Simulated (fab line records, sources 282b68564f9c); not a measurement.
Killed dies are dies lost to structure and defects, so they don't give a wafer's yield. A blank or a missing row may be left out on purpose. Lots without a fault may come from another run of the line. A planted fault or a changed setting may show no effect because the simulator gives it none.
fab line records | flow rit_cmos
record lots=7 wafers=21 last_day=7
route steps=202 shown ACTIVE@19 FOX1@20 FOX2@23 NWELL@28 PWELL@39 WELLDRIVE@50 NRETRO@53 GATE@95 M1@202
lots that met no fault: from a run of the same line without faults
start_h: hours from the record's first day to the start of the lot's first wafer shown | wait_h: hours since the lot's step before | " the same as in the row above | L1.1+2: a row that stands for several wafers | - no value, or no start given | * or withheld: withheld | < > ~ a bound
route shown NAME@n: a module of which the file shows steps, and the number in the route of the first | usual: mean/standard deviation of fault-free wafers | same: alike in all rows | chamber/n: place in a boat | sites: the reading at each site | _std_site: their standard deviation | _edge_site: outer sites' mean less inner sites' | radius_mm: how far each site lies from the wafer's centre | mask NAME#n: copy n | behind: the tool/chamber that last shaped the wafer | hold: why the lot was held/for how many hours/how that ended | device: the transistor (n, p or np) that didn't switch | end of line: the same wafers' tests at the end of the route | a step without rows: its recipe alone | killed: dies lost to structure and defects at the first sort, not the wafer's yield | map: a wafer's dies, x killed, . not, _ none there
set.NAME: the setting as run; set.NAME@STEP: as run at that earlier step | model.NAME: the simulator's own value behind a step, which no gauge read
lots at some steps of the route; a table a step, a row a wafer
services: from which hour (start_h, from the record's first day; less than 0 if before it) a tool's chamber was out of use, for how many hours, and why
## steps
# step RIT_ACTIVE_CLEAN_17
# recipe chemistry=SC2 mix=3:3:50 time_s=600 temp_c=75 dry=n2_spin
# step RIT_FOX1_OXIDATION_00
# recipe temp_c=1100 ambient=H2O target_thk_a=3507 p_h2o_torr=720 ox_time_s=1130
# step RIT_FOX1_THK_MEAS_01
# recipe reads=SiO2_of_FOX1_OXIDATION_00
# usual FOX1_OXIDE_THK=347/6.9
# columns lot.wafer tool chamber start_h wait_h FOX1_OXIDE_THK[nm]
L976.3 film_metro-04 - 31.84 0.0 347
L976.4 " - " " 347
L976.6 " - " " 347
L980.1 film_metro-04 - 52.38 0.0 352
L980.2 " - " " 349
L980.5 " - " " 356
L986.1 film_metro-02 - 81.82 0.0 348
L986.2 " - " " 349
L986.6 " - " " 345
L988.2 film_metro-01 - 93.38 0.0 343
L988.5 " - " " 345
L988.6 " - " " 342
L992.1 film_metro-04 - 112.50 0.0 350
L992.2 " - " " 349
L992.6 " - " " 351
L993.1 film_metro-01 - 119.32 0.0 354
L993.2 " - " " 359
L993.3 " - " " 350
L995.2 film_metro-02 - 126.83 0.0 349
L995.3 " - " " 349
L995.6 " - " " 351
# step RIT_FOX1_WET_ETCH_02
# recipe chemistry=BOE target_depth_nm=350 time_s=390 temp_c=21.5 dry=n2_spin dilution=10:1 target=SiO2
# step RIT_FOX2_OXIDATION_00
# recipe temp_c=1100 ambient=H2O target_thk_a=3507 p_h2o_torr=720 ox_time_s=1130
# step RIT_FOX2_THK_MEAS_01
# recipe reads=SiO2_of_FOX2_OXIDATION_00
# usual FOX2_OXIDE_THK=347/7
# columns lot.wafer tool chamber start_h wait_h FOX2_OXIDE_THK[nm]
L976.3 film_metro-04 - 34.30 0.0 351
L976.4 " - " " 348
L976.6 " - " " 350
L980.1 film_metro-04 - 53.88 0.0 347
L980.2 " - " " 356
L980.5 " - " " 354
L986.1 film_metro-03 - 83.37 0.0 338
L986.2 " - " " 338
L986.6 " - " " 340
L988.2 film_metro-03 - 95.77 0.0 340
L988.5 " - " " 339
L988.6 " - " " 333
L992.1 film_metro-02 - 114.88 0.0 352
L992.2 " - " " 356
L992.6 " - " " 348
L993.1 film_metro-02 - 120.82 0.0 353
L993.2 " - " " 350
L993.3 " - " " 357
L995.2 film_metro-03 - 128.32 0.0 342
L995.3 " - " " 348
L995.6 " - " " 344
# step RIT_FOX2_CLEAN_02
# recipe chemistry=dHF dilution=50:1 time_s=180
# step RIT_FOX2_WET_ETCH_03
# recipe chemistry=H3PO4 target=Si3N4 target_depth_nm=195 temp_c=165 time_s=2700
# step RIT_FOX2_THK_MEAS_90
# recipe reads=SiO2_of_FOX2_OXIDATION_00
# usual FIELD_OXIDE_LEFT_1_THK=320/7.1
# columns lot.wafer tool chamber start_h wait_h FIELD_OXIDE_LEFT_1_THK[nm]
L976.3 film_metro-03 - 35.18 0.0 324
L976.4 " - " " 321
L976.6 " - " " 323
L980.1 film_metro-04 - 54.75 0.0 320
L980.2 " - " " 328
L980.5 " - " " 327
L986.1 film_metro-04 - 84.24 0.0 311
L986.2 " - " " 310
L986.6 " - " " 312
L988.2 film_metro-04 - 96.64 0.0 313
L988.5 " - " " 311
L988.6 " - " " 305
L992.1 film_metro-03 - 115.76 0.0 324
L992.2 " - " " 328
L992.6 " - " " 321
L993.1 film_metro-04 - 121.70 0.0 326
L993.2 " - " " 323
L993.3 " - " " 330
L995.2 film_metro-02 - 129.20 0.0 314
L995.3 " - " " 320
L995.6 " - " " 316
# step RIT_NWELL_HMDS_00
# recipe prime_time_s=60 prime_temp_c=140
# step RIT_NWELL_COAT_01
# recipe resist=NOVOLAK spin_rpm=2000 resist_thk_nm=1300
# step RIT_NWELL_SOFTBAKE_02
# recipe resist=NOVOLAK temp_c=90 time_s=60
# step RIT_NWELL_EXPOSE_03
# recipe mask_id=M2 na=0.57 target_cd_nm=43900 dose_mj=250
# usual exposure_dose_mJ_cm2=250.02/0.29
# columns lot.wafer tool chamber start_h wait_h mask exposure_dose_mJ_cm2 model.NWELL.overlay_x_nm
L976.3 iline_stepper-02 0 35.84 0.2 M2#0 249.96 -0.2254
L976.4 " 0 " " M2#0 249.11 -0.2254
L976.6 " 0 " " M2#0 249.74 -0.2254
L980.1 iline_stepper-02 0 55.26 0.1 M2#0 249.62 0.549
L980.2 " 0 " " M2#0 250.04 0.549
L980.5 " 0 " " M2#0 249.75 0.549
L986.1 iline_stepper-02 0 84.88 0.2 M2#0 249.96 -179
L986.2 " 0 " " M2#0 250.28 -179
L986.6 " 0 " " M2#0 249.61 -179
L988.2 iline_stepper-02 0 97.29 0.2 M2#0 250.52 -182
L988.5 " 0 " " M2#0 249.75 -182
L988.6 " 0 " " M2#0 249.99 -182
L992.1 iline_stepper-02 0 116.40 0.2 M2#0 250.33 -180.9
L992.2 " 0 " " M2#0 249.95 -180.9
L992.6 " 0 " " M2#0 249.65 -180.9
L993.1 iline_stepper-01 0 122.34 0.2 M2#0 250.33 -0.7388
L993.2 " 0 " " M2#0 249.67 -0.7388
L993.3 " 0 " " M2#0 249.88 -0.7388
L995.2 iline_stepper-01 0 129.84 0.2 M2#0 250.18 1.006
L995.3 " 0 " " M2#0 250.31 1.006
L995.6 " 0 " " M2#0 250.12 1.006
# step RIT_NWELL_PEB_04
# recipe resist=NOVOLAK temp_c=withheld time_s=withheld
# step RIT_NWELL_DEVELOP_05
# recipe resist=NOVOLAK develop_time_s=68 dev_temp_c=23
# step RIT_NWELL_OVL_MEAS_06
# usual NWELL_OVL=-0.9/1.2
# columns lot.wafer tool chamber start_h wait_h NWELL_OVL[nm]
L976.3 overlay-02 - 36.24 - -0.4
L976.4 " - " " -0.6
L976.6 " - " " -0.8
L980.1 overlay-02 - 55.69 - -1.6
L980.2 " - " " -1.2
L980.5 " - " " -0.3
L986.1 overlay-01 - 85.31 - -179.9
L986.2 " - " " -180.2
L986.6 " - " " -180.3
L988.2 overlay-02 - 97.70 - -182.6
L988.5 " - " " -184.2
L988.6 " - " " -183.1
L992.1 overlay-01 - 116.83 - -182.3
L992.2 " - " " -181.1
L992.6 " - " " -182.3
L993.1 overlay-02 - 122.77 - -0.4
L993.2 " - " " -2.2
L993.3 " - " " 0.0
L995.2 overlay-01 - 130.26 - -1.5
L995.3 " - " " -0.6
L995.6 " - " " 0.4
# step RIT_NWELL_HARDBAKE_07
# recipe resist=NOVOLAK temp_c=140 time_s=120
# step RIT_NWELL_IMPLANT_08
# recipe species=P energy_kev=170 dose_cm2=5e+13 tilt_deg=7
# step RIT_NWELL_STRIP_09
# recipe chemistry=O2 time_s=180 resist=NOVOLAK platen_temp_c=withheld power_w=500 pressure_mtorr=4000 o2_flow_sccm=4000
# usual drypump_motor_current_A=5.9/0.48
# columns lot.wafer tool chamber start_h wait_h drypump_motor_current_A rf_hours_counter_h
L976.3 plasma_asher-04 1 36.72 0.1 6.3 -
L976.4 " 0 " " 6.3 -
L976.6 " 1 " " 6.4 -
L980.1 plasma_asher-02 0 56.13 0.1 5.4 41
L980.2 " 1 " " 5.5 41
L980.5 " 1 " " 5.5 -
L986.1 plasma_asher-04 0 85.74 0.1 6.3 47
L986.2 " 1 " " 6.3 47
L986.6 " 0 " " 6.3 -
L988.2 plasma_asher-02 0 98.13 0.1 5.4 46
L988.5 " 1 " " 5.5 -
L988.6 " 0 " " 5.4 -
L992.1 plasma_asher-03 1 117.26 0.1 5.9 45
L992.2 " 0 " " 4.9 45
L992.6 " 1 " " 5.9 -
L993.1 plasma_asher-04 1 123.20 0.1 6.3 51
L993.2 " 0 " " 6.3 51
L993.3 " 1 " " 6.3 -
L995.2 plasma_asher-02 0 130.69 0.1 5.4 2
L995.3 " 0 " " 5.4 -
L995.6 " 1 " " 5.5 -
# step RIT_NWELL_TW_MEAS_10
# usual NWELL_TW=2149/13
# columns lot.wafer tool chamber start_h wait_h NWELL_TW
L976.3 film_metro-02 - 36.86 0.1 2151
L976.4 " - " " 2149
L976.6 " - " " 2156
L980.1 film_metro-02 - 56.31 0.1 2153
L980.2 " - " " 2153
L980.5 " - " " 2153
L986.1 film_metro-02 - 85.92 0.1 2141
L986.2 " - " " 2145
L986.6 " - " " 2152
L988.2 film_metro-02 - 98.32 0.1 2164
L988.5 " - " " 2152
L988.6 " - " " 2158
L992.1 film_metro-01 - 117.44 0.1 2142
L992.2 " - " " 2138
L992.6 " - " " 2147
L993.1 film_metro-01 - 123.38 0.1 2152
L993.2 " - " " 2140
L993.3 " - " " 2138
L995.2 film_metro-03 - 130.87 0.1 2173
L995.3 " - " " 2167
L995.6 " - " " 2166
# step RIT_PWELL_HMDS_00
# recipe prime_time_s=60 prime_temp_c=140
# step RIT_PWELL_COAT_01
# recipe resist=NOVOLAK spin_rpm=2000 resist_thk_nm=1300
# step RIT_PWELL_SOFTBAKE_02
# recipe resist=NOVOLAK temp_c=90 time_s=60
# step RIT_PWELL_EXPOSE_03
# recipe mask_id=M3 na=0.57 target_cd_nm=43700 dose_mj=250
# step RIT_PWELL_PEB_04
# recipe resist=NOVOLAK temp_c=withheld time_s=withheld
# step RIT_PWELL_DEVELOP_05
# recipe resist=NOVOLAK develop_time_s=68 dev_temp_c=23
# step RIT_PWELL_OVL_MEAS_06
# usual PWELL_OVL=0.2/1.2
# columns lot.wafer tool chamber start_h wait_h PWELL_OVL[nm]
L976.3 overlay-01 - 37.92 - -0.7
L976.4 " - " " -0.3
L976.6 " - " " -0.1
L980.1 overlay-02 - 57.53 - 1.4
L980.2 " - " " 0.4
L980.5 " - " " 1.2
L986.1 overlay-02 - 86.86 - -0.7
L986.2 " - " " -1.0
L986.6 " - " " -0.4
L988.2 overlay-01 - 99.38 - -0.1
L988.5 " - " " 0.3
L988.6 " - " " -0.5
L992.1 overlay-02 - 118.50 - 0.7
L992.2 " - " " 1.9
L992.6 " - " " 3.6
L993.1 overlay-02 - 124.44 - 1.7
L993.2 " - " " 0.3
L993.3 " - " " 1.6
L995.2 overlay-02 - 131.81 - -0.3
L995.3 " - " " 1.1
L995.6 " - " " 1.1
# step RIT_PWELL_HARDBAKE_07
# recipe resist=NOVOLAK temp_c=140 time_s=120
# step RIT_PWELL_IMPLANT_08
# recipe species=B energy_kev=170 dose_cm2=7e+13 tilt_deg=7
# step RIT_PWELL_STRIP_09
# recipe chemistry=O2 time_s=180 resist=NOVOLAK platen_temp_c=withheld power_w=500 pressure_mtorr=4000 o2_flow_sccm=4000
# usual drypump_motor_current_A=5.8/0.51
# columns lot.wafer tool chamber start_h wait_h drypump_motor_current_A rf_hours_counter_h
L976.3 plasma_asher-01 0 38.40 0.1 5.7 -
L976.4 " 1 " " 4.9 -
L976.6 " 0 " " 5.8 -
L980.1 plasma_asher-01 1 57.97 0.1 4.9 26
L980.2 " 0 " " 5.8 26
L980.5 " 1 " " 4.9 -
L986.1 plasma_asher-04 0 87.30 0.1 6.3 47
L986.2 " 1 " " 6.3 47
L986.6 " 1 " " 6.3 -
L988.2 plasma_asher-04 1 99.81 0.1 6.3 49
L988.5 " 1 " " 6.3 -
L988.6 " 0 " " 6.3 -
L992.1 plasma_asher-01 1 118.94 0.1 4.9 32
L992.2 " 0 " " 5.8 32
L992.6 " 1 " " 4.9 -
L993.1 plasma_asher-01 0 124.88 0.1 5.7 33
L993.2 " 1 " " 4.9 33
L993.3 " 0 " " 5.7 -
L995.2 plasma_asher-01 0 132.27 0.1 5.8 34
L995.3 " 1 " " 4.9 -
L995.6 " 1 " " 4.9 -
# step RIT_PWELL_TW_MEAS_10
# usual PWELL_TW=954/6.8
# columns lot.wafer tool chamber start_h wait_h PWELL_TW
L976.3 film_metro-02 - 38.54 0.1 943
L976.4 " - " " 953
L976.6 " - " " 954
L980.1 film_metro-03 - 58.14 0.1 957
L980.2 " - " " 956
L980.5 " - " " 956
L986.1 film_metro-01 - 87.47 0.1 945
L986.2 " - " " 944
L986.6 " - " " 947
L988.2 film_metro-02 - 99.99 0.1 964
L988.5 " - " " 953
L988.6 " - " " 955
L992.1 film_metro-02 - 119.12 0.1 959
L992.2 " - " " 955
L992.6 " - " " 959
L993.1 film_metro-02 - 125.06 0.1 947
L993.2 " - " " 947
L993.3 " - " " 945
L995.2 film_metro-02 - 132.45 0.1 945
L995.3 " - " " 950
L995.6 " - " " 946
# step RIT_WELLDRIVE_ANNEAL_00
# recipe temp_c=1100 time_s=14700 ambient=N2
# step RIT_WELLDRIVE_RS_MEAS_01
# recipe thk_meas_gauge=four-point-probe
# usual NWELL_RS=275.2/0.75
# columns lot.wafer tool chamber start_h wait_h NWELL_RS[ohm/sq]
L976.3 film_metro-02 - 43.70 0.0 274.3
L976.4 " - " " 274.8
L976.6 " - " " 274.1
L980.1 film_metro-02 - 63.54 0.0 275.4
L980.2 " - " " 276.4
L980.5 " - " " 275.6
L986.1 film_metro-02 - 92.61 0.0 276.3
L986.2 " - " " 275.8
L986.6 " - " " 276.3
L988.2 film_metro-02 - 105.15 0.0 274.5
L988.5 " - " " 275.7
L988.6 " - " " 274.9
L992.1 film_metro-02 - 124.26 0.0 274.9
L992.2 " - " " 274.5
L992.6 " - " " 274.4
L993.1 film_metro-02 - 130.20 0.0 273.9
L993.2 " - " " 273.5
L993.3 " - " " 274.3
L995.2 film_metro-01 - 137.61 0.0 274.1
L995.3 " - " " 275.6
L995.6 " - " " 275.3
# step RIT_WELLDRIVE_RS_MEAS_02
# recipe thk_meas_gauge=four-point-probe
# usual PWELL_RS=429.4/1.1
# columns lot.wafer tool chamber start_h wait_h PWELL_RS[ohm/sq]
L976.3 film_metro-02 - 43.82 0.1 431.4
L976.4 " - " " 431.4
L976.6 " - " " 431.0
L980.1 film_metro-02 - 63.66 0.1 431.1
L980.2 " - " " 429.6
L980.5 " - " " 430.3
L986.1 film_metro-02 - 92.73 0.1 431.1
L986.2 " - " " 430.3
L986.6 " - " " 429.9
L988.2 film_metro-02 - 105.27 0.1 427.9
L988.5 " - " " 428.5
L988.6 " - " " 428.9
L992.1 film_metro-02 - 124.38 0.1 429.5
L992.2 " - " " 428.6
L992.6 " - " " 428.3
L993.1 film_metro-02 - 130.32 0.1 429.5
L993.2 " - " " 429.9
L993.3 " - " " 429.0
L995.2 film_metro-01 - 137.73 0.1 432.2
L995.3 " - " " 430.4
L995.6 " - " " 431.6
# step RIT_NRETRO_HMDS_00
# recipe prime_time_s=60 prime_temp_c=140
# step RIT_NRETRO_COAT_01
# recipe resist=NOVOLAK spin_rpm=2000 resist_thk_nm=1300
# step RIT_NRETRO_SOFTBAKE_02
# recipe resist=NOVOLAK temp_c=90 time_s=60
# step RIT_NRETRO_EXPOSE_03
# recipe mask_id=M4 na=0.57 target_cd_nm=43900 dose_mj=250
# step RIT_NRETRO_PEB_04
# recipe resist=NOVOLAK temp_c=withheld time_s=withheld
# step RIT_NRETRO_DEVELOP_05
# recipe resist=NOVOLAK develop_time_s=68 dev_temp_c=23
# step RIT_NRETRO_OVL_MEAS_06
# usual NRETRO_OVL=0.7/1.7
# columns lot.wafer tool chamber start_h wait_h NRETRO_OVL[nm]
L976.3 overlay-01 - 44.92 - 0.6
L976.4 " - " " 0.3
L976.6 " - " " 0.7
L980.1 overlay-02 - 64.70 - 2.5
L980.2 " - " " 1.7
L980.5 " - " " 1.6
L986.1 overlay-02 - 93.86 - 2.1
L986.2 " - " " 1.1
L986.6 " - " " 2.2
L988.2 overlay-02 - 106.38 - 2.6
L988.5 " - " " 2.5
L988.6 " - " " 3.1
L992.1 overlay-01 - 125.50 - -0.2
L992.2 " - " " -1.0
L992.6 " - " " 1.1
L993.1 overlay-02 - 131.44 - -0.9
L993.2 " - " " 0.8
L993.3 " - " " 0.7
L995.2 overlay-02 - 138.84 - 2.3
L995.3 " - " " 1.4
L995.6 " - " " -0.1
# step RIT_NRETRO_HARDBAKE_07
# recipe resist=NOVOLAK temp_c=140 time_s=120
# step RIT_GATE_ETCH_19
# recipe chemistry=SF6/CHF3/O2 time_s=165 SF6_flow_sccm=30 CHF3_flow_sccm=30 O2_flow_sccm=5 target=poly-Si pressure_mtorr=40 rf_w=160 target_depth_a=3125 over_etch_frac=0.25 stop_on=SiO2
# usual O2_flow_sccm=5.001/0.015 SF6_flow_sccm=30.00/0.094 drypump_motor_current_A=5.8/0.55 oes_product_au=0.846/0.016 throttle_valve_pct=10.22/0.15
# columns lot.wafer tool chamber start_h wait_h O2_flow_sccm SF6_flow_sccm drypump_motor_current_A oes_product_au rf_hours_counter_h throttle_valve_pct model.GATE.cd_nm
L976.3 rie_si-02 2 52.20 0.1 5.020 30.08 5.2 0.822 38 10.42 147.3
L976.4 " 3 " " 4.986 29.93 6.6 0.832 34 10.09 148.1
L976.6 " 0 " " 4.996 30.02 4.8 0.862 - 10.17 147.2
L980.1 rie_si-02 0 72.69 0.1 5.003 30.09 4.8 0.851 81 10.18 150
L980.2 " 2 " " 4.997 30.07 5.2 0.819 38 10.41 150.9
L980.5 " 1 " " 4.988 29.91 6.1 0.855 - 10.41 150.3
L986.1 rie_si-02 3 105.40 0.1 5.035 30.07 6.6 0.823 35 10.09 153.7
L986.2 " 2 " " 5.003 30.07 5.2 0.820 38 10.41 150.7
L986.6 " 3 " " 4.999 30.07 6.6 0.831 - 10.10 152.6
L988.2 rie_si-02 3 115.77 0.1 5.007 30.12 6.6 0.828 35 10.08 154.8
L988.5 " 3 " " 5.009 30.06 6.6 0.837 - 10.10 155.7
L988.6 " 2 " " 5.024 30.11 5.2 0.823 - 10.41 151.8
L992.1 rie_si-02 1 132.95 0.1 4.992 30.14 6.1 0.843 142 10.40 134.4
L992.2 " 0 " " 4.984 30.03 4.8 0.856 81 10.19 134.3
L992.6 " 0 " " 5.009 30.22 4.8 0.845 - 10.18 134.7
L993.1 rie_si-01 0 141.58 0.1 5.009 29.96 6.0 0.867 4 10.01 148.8
L993.2 " 1 " " 5.021 29.96 5.4 0.854 49 10.18 150
L993.3 " 2 " " 4.985 29.88 6.0 0.848 1 10.15 149.2
L995.2 rie_si-01 1 147.68 0.1 5.000 30.06 5.5 0.840 49 10.17 146.6
L995.3 " 2 " " 5.003 30.05 6.1 0.845 1 10.16 148.1
L995.6 " 2 " " 5.014 29.93 6.1 0.844 - 10.15 148.8
# step RIT_M1_PROBE_99
# usual killed_at_M0_to_M3=0.0/0.14 killed_at_contacts=0.0/0.16 killed_at_front_end=7/3 killed_dies=7/3 killed_open=3.5/2 killed_short=3.6/2.1
# same gross_dies=264 killed_at_M4_up=0 killed_at_back_side=0 killed_at_other=0
# columns lot.wafer tool chamber start_h wait_h killed_at_M0_to_M3 killed_at_contacts killed_at_front_end killed_dies killed_open killed_short model.etest.pmos_0p15.r_on_ohm_um model.etest.pmos_turned.r_on_ohm_um model.etest.nmos_0p15.r_on_ohm_um model.etest.nmos_0p15.drive_ua_um model.etest.pmos_0p15.drive_ua_um model.etest.well_edge_right.line_ohm_um model.etest.npoly_line.line_ohm_um model.etest.ppoly_line.line_ohm_um
L976.3 prober-02 - 73.67 0.2 0 0 8 8 5 3 2765 3463 1083 486.1 253.3 180.6 170.9 164
L976.4 prober-02 - 73.72 0.2 0 0 7 7 7 0 2734 3407 1068 492.1 257 178.4 172.3 164.3
L976.6 prober-02 - 73.82 0.2 0 0 4 4 3 1 2704 3351 1059 495.8 260.9 180.4 174.4 163.5
L980.1 prober-02 - 92.74 0.1 0 0 10 10 5 5 2739 3373 1152 465.2 262.4 182.2 169 162.2
L980.2 prober-02 - 92.79 0.1 0 0 6 6 2 4 2794 3437 1171 456.3 253.8 180.4 165.7 159.6
L980.5 prober-02 - 92.94 0.2 0 0 7 7 4 3 2787 3470 1181 453.1 255 182.9 165.9 159.9
L986.1 prober-02 - 126.05 0.1 0 0 9 9 4 5 2763 3401 1125 472.7 260.2 192.2 162.1 154.4
L986.2 prober-02 - 126.10 0.1 0 0 9 9 1 8 2736 3366 1098 483.1 261.2 192.5 164.7 158.7
L986.6 prober-02 - 126.30 0.2 0 0 9 9 2 7 2803 3463 1114 473.2 254 191.6 164.4 159.4
L988.2 prober-02 - 137.00 0.1 0 0 8 8 5 3 2910 3559 1206 451.1 248 192.8 161.2 157.2
L988.5 prober-02 - 137.15 0.2 0 0 4 4 3 1 2847 3480 1170 450.7 251.6 195.8 159.8 152.5
L988.6 prober-02 - 137.20 0.2 0 0 12 12 10 2 2788 3437 1158 470.9 256.5 191.7 163.6 158.6
L992.1 prober-01 - 153.15 0.1 0 0 2 2 1 1 2440 3107 1021 533.5 298.1 193.9 201.4 193.2
L992.2 prober-01 - 153.20 0.1 0 0 10 10 6 4 2480 3163 1051 528.5 295.6 192.7 200.9 194
L992.6 prober-01 - 153.40 0.2 0 1 6 7 3 4 2509 3212 1059 518.8 285.9 192.5 196.2 191.1
L993.1 prober-02 - 161.43 0.1 0 0 8 8 3 5 2656 3289 1108 493.7 267.6 182.3 170.6 163.2
L993.2 prober-02 - 161.48 0.1 0 0 4 4 2 2 2714 3317 1134 486.6 265.4 182.1 167.3 160.8
L993.3 prober-02 - 161.53 0.2 0 0 10 10 4 6 2645 3251 1105 497.3 270.3 181 169.6 164.3
L995.2 prober-02 - 168.99 0.1 1 0 3 4 2 2 2934 3742 1147 474.6 243.2 182 176.4 168.4
L995.3 prober-02 - 169.04 0.2 0 0 7 7 4 3 2936 3682 1148 478.7 245.3 182.6 172.3 166
L995.6 prober-02 - 169.19 0.2 0 0 4 4 2 2 2934 3703 1156 466.4 242.7 179.1 172.8 166.1
# killed by level:class
L976.3 GATE:geometric_particle:open=2 REOX:geometric_particle:open=2 FOX2:geometric_particle:open=1 GATE:geometric_particle:short=1 REOX:geometric_particle:short=1 SILICIDE:geometric_particle:short=1
L976.4 GATE:geometric_particle:open=4 REOX:geometric_particle:open=1 SPACER:geometric_particle:open=1 SILICIDE:geometric_particle:open=1
L976.6 FOX2:geometric_particle:open=2 FOX2:geometric_particle:short=1 GATE:geometric_particle:open=1
L980.1 GATE:geometric_particle:short=3 GATE:geometric_particle:open=3 FOX2:geometric_particle:short=2 SILICIDE:geometric_particle:open=2
L980.2 FOX1:geometric_particle:short=2 FOX1:geometric_particle:open=1 GATE:geometric_particle:short=1 REOX:geometric_particle:open=1 SPACER:geometric_particle:short=1
L980.5 REOX:geometric_particle:open=2 FOX1:geometric_particle:open=1 FOX2:geometric_particle:open=1 FOX2:geometric_particle:short=1 GATE:geometric_particle:short=1 SPACER:geometric_particle:short=1
L986.1 SILICIDE:geometric_particle:short=3 GATE:geometric_particle:open=2 FOX1:geometric_particle:open=1 GATE:geometric_particle:short=1 REOX:geometric_particle:open=1 SPACER:geometric_particle:short=1
L986.2 REOX:geometric_particle:short=3 SPACER:geometric_particle:short=3 SILICIDE:geometric_particle:short=2 REOX:geometric_particle:open=1
L986.6 SPACER:geometric_particle:short=4 REOX:geometric_particle:short=2 FOX2:geometric_particle:open=1 GATE:geometric_particle:short=1 GATE:geometric_particle:open=1
L988.2 FOX1:geometric_particle:open=3 GATE:geometric_particle:short=2 REOX:geometric_particle:open=1 SILICIDE:geometric_particle:short=1 SILICIDE:geometric_particle:open=1
L988.5 REOX:geometric_particle:open=2 FOX1:geometric_particle:open=1 REOX:geometric_particle:short=1
L988.6 GATE:geometric_particle:open=7 SILICIDE:geometric_particle:open=2 FOX1:geometric_particle:short=1 SPACER:geometric_particle:open=1 SPACER:geometric_particle:short=1
L992.1 FOX2:geometric_particle:open=1 REOX:geometric_particle:short=1
L992.2 GATE:geometric_particle:open=3 FOX1:geometric_particle:short=2 GATE:geometric_particle:short=2 REOX:geometric_particle:open=2 FOX2:geometric_particle:open=1
L992.6 GATE:geometric_particle:open=3 GATE:geometric_particle:short=2 FOX2:geometric_particle:short=1 CONTACT:geometric_particle:short=1
L993.1 FOX2:geometric_particle:short=2 GATE:geometric_particle:short=2 SPACER:geometric_particle:open=2 SILICIDE:geometric_particle:open=1 SILICIDE:geometric_particle:short=1
L993.2 FOX1:geometric_particle:open=1 GATE:geometric_particle:open=1 GATE:geometric_particle:short=1 SILICIDE:geometric_particle:short=1
L993.3 GATE:geometric_particle:short=2 SPACER:geometric_particle:open=2 SILICIDE:geometric_particle:short=2 ACTIVE:geometric_particle:short=1 GATE:geometric_particle:open=1 REOX:geometric_particle:open=1 REOX:geometric_particle:short=1
L995.2 FOX2:geometric_particle:open=1 REOX:geometric_particle:open=1 SPACER:geometric_particle:short=1 M1:geometric_particle:short=1
L995.3 REOX:geometric_particle:open=2 REOX:geometric_particle:short=2 FOX1:geometric_particle:open=1 GATE:geometric_particle:open=1 SPACER:geometric_particle:short=1
L995.6 GATE:geometric_particle:open=1 GATE:geometric_particle:short=1 SPACER:geometric_particle:open=1 SPACER:geometric_particle:short=1
## services
# columns tool chamber start_h hours kind
rie_si-01 - 12.92 0.2 repair
plasma_asher-01 - 14.71 0.3 repair
plasma_asher-04 - 21.50 2.6 repair
iline_stepper-01 - 46.49 21.0 repair
iline_stepper-02 - 67.48 2.1 pm
iline_stepper-02 - 69.57 - consumable_replace:lamp
iline_stepper-01 - 85.88 1.7 pm
rie_si-01 3 91.95 5.7 repair
plasma_asher-01 - 98.37 0.4 repair
plasma_asher-01 - 103.03 2.8 pm
rie_si-01 3 106.80 - clean
rie_si-01 3 106.80 28.7 scheduled_down
rie_si-01 3 106.80 28.7 vent_cycle
plasma_asher-02 - 108.75 9.0 pm
plasma_asher-02 0 108.75 9.0 vent_cycle
plasma_asher-02 1 108.75 9.0 vent_cycle
rie_si-01 1 116.99 3.6 repair
iline_stepper-01 - 117.26 2.1 pm
plasma_asher-02 0 117.75 - clean
plasma_asher-02 1 117.75 - clean
iline_stepper-01 - 119.34 - consumable_replace:lamp
iline_stepper-02 - 119.34 1.7 pm
plasma_asher-04 - 125.04 2.2 repair
## key
first_sign step=RIT_NWELL_OVL_MEAS_06 reading=NWELL_OVL direction=down sigmas=99+ usual=-0.9 struck=-181.8
effect none on later readings
model_effect step=RIT_NWELL_EXPOSE_03 value=NWELL.overlay_x_nm without=-0.641 struck=-180.6
model_effect step=RIT_GATE_ETCH_19 value=GATE.cd_nm without=151.6 struck=147
model_effect step=RIT_M1_PROBE_99 value=etest.pmos_0p15.r_on_ohm_um without=2804 struck=2697
met_at RIT_NWELL_EXPOSE_03
struck_wafers L986.1,L986.2,L986.6,L988.2,L988.5,L988.6,L992.1,L992.2,L992.6
tester_left_out L986,L988,L992
loop_trim step=RIT_GATE_EXPOSE_13 setting=dose lots=L992
onset_between 55.26 84.88
fault kind=scanner_matching_overlay tool=iline_stepper-02 chamber=- onset_h=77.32 steps=RIT_NWELL_EXPOSE_03 offset=-180
# tester_left_out: of these lots the tester's yield and bins aren't shown, on N5 and GAA mostly nor the transistor test; their killed dies are dies lost to structure and defects alone, not to doping, threshold or leakage, so they don't give the yield
# loop_trim: a control loop set the setting to another value than it would have without faults
